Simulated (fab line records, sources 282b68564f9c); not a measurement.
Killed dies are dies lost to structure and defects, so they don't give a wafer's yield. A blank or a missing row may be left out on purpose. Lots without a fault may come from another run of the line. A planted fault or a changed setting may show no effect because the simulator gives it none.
Tool commonality check | flow rit_cmos | 14 lots, 42 wafers sampled

WHY IT WAS OPENED
At RIT_NSD_TW_MEAS_10 the reading NSD_TW is flagged on 2 of 14 lots. Wafers without a fault read 3149, standard deviation 21.
Rule: a lot is flagged when every wafer of it that has a number lies more than 4 standard deviations from that mean, or none has a number. The other lots count as sound.

lot  | measured    | on            | NSD_TW, wafer by wafer | flag
L409 | day 2 23:32 | film_metro-03 | 3167 3187 3182         |
L410 | day 3 05:20 | film_metro-04 | 3142 3126 3131         |
L411 | day 3 09:08 | film_metro-03 | 3203 3188 3186         |
L412 | day 3 14:24 | film_metro-04 | 3160 3150 3151         |
L413 | day 3 18:38 | film_metro-04 | 3141 3144 3133         |
L414 | day 4 00:59 | film_metro-03 | 3162 3149 3164         |
L416 | day 4 10:08 | film_metro-03 | 3144 3153 3137         |
L417 | day 4 15:04 | film_metro-03 | 3157 3143 3139         |
L420 | day 5 06:09 | film_metro-02 | 3118 3109 3107         |
L421 | day 5 11:06 | film_metro-02 | 2835 2835 2839         | FLAGGED
L422 | day 5 17:32 | film_metro-04 | 2885 2871 2886         | FLAGGED
L429 | day 7 03:17 | film_metro-04 | 3148 3159 3146         |
L431 | day 7 15:22 | film_metro-04 | 3157 3144 3144         |
L432 | day 7 23:20 | film_metro-02 | 3147 3149 3128         |
The numbers of the flagged lots are 2858 on average: -290 against the usual, or -14 standard deviations.

WHICH TOOL RAN EACH LOT
The record holds 1 process step before the reading, out of a route of 202 steps. In each cell: the tool, then ch and the chambers that the sampled wafers went through, then the start.
lot  | flag    | RIT_NSD_IMPLANT_08
L409 |         | implanter-03 ch 0, day 2 23:14
L410 |         | implanter-02 ch 0, day 3 05:02
L411 |         | implanter-02 ch 0, day 3 08:49
L412 |         | implanter-01 ch 0, day 3 14:05
L413 |         | implanter-02 ch 0, day 3 18:22
L414 |         | implanter-03 ch 0, day 4 00:39
L416 |         | implanter-03 ch 0, day 4 09:49
L417 |         | implanter-01 ch 0, day 4 14:45
L420 |         | implanter-01 ch 0, day 5 05:50
L421 | FLAGGED | implanter-02 ch 0, day 5 10:47
L422 | FLAGGED | implanter-02 ch 0, day 5 17:13
L429 |         | implanter-03 ch 0, day 7 02:57
L431 |         | implanter-01 ch 0, day 7 15:02
L432 |         | implanter-03 ch 0, day 7 23:03
What these steps do:
- RIT_NSD_IMPLANT_08
- RIT_NSD_TW_MEAS_10

FLAGGED OVER TOTAL, TOOL BY TOOL (the gauges that took the reading come last)
step               | tool          | lots run | flagged | share of the flagged lots | sound lots run after its first flagged lot
RIT_NSD_IMPLANT_08 | implanter-01  | 4        | 0       | none                      | -
RIT_NSD_IMPLANT_08 | implanter-02  | 5        | 2       | all                       | 0
RIT_NSD_IMPLANT_08 | implanter-03  | 5        | 0       | none                      | -
RIT_NSD_TW_MEAS_10 | film_metro-02 | 3        | 1       | some                      | 1 (L432)
RIT_NSD_TW_MEAS_10 | film_metro-03 | 5        | 0       | none                      | -
RIT_NSD_TW_MEAS_10 | film_metro-04 | 6        | 1       | some                      | 2 (L429,L431)

WHAT THE TABLE ALLOWS
1 row of the table ran every flagged lot: implanter-02 at RIT_NSD_IMPLANT_08.
- implanter-02 at RIT_NSD_IMPLANT_08: 2 of its 5 lots flagged. Its last sound lot is L413 (day 3 18:22), its first flagged lot L421 (day 5 10:47): a fault that began between those two fits. Its own readings lie more than 4 standard deviations out on every wafer of the flagged lots: beam_energy_keV.
One tool is left: implanter-02 at RIT_NSD_IMPLANT_08.

WHAT THE SIMULATOR HAD PUT IN
Process parameter drift: implanter-02, from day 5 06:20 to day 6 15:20, at RIT_NSD_IMPLANT_08. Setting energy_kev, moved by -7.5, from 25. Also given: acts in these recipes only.
Lots struck among those shown: L421, L422. The rule above found the same.
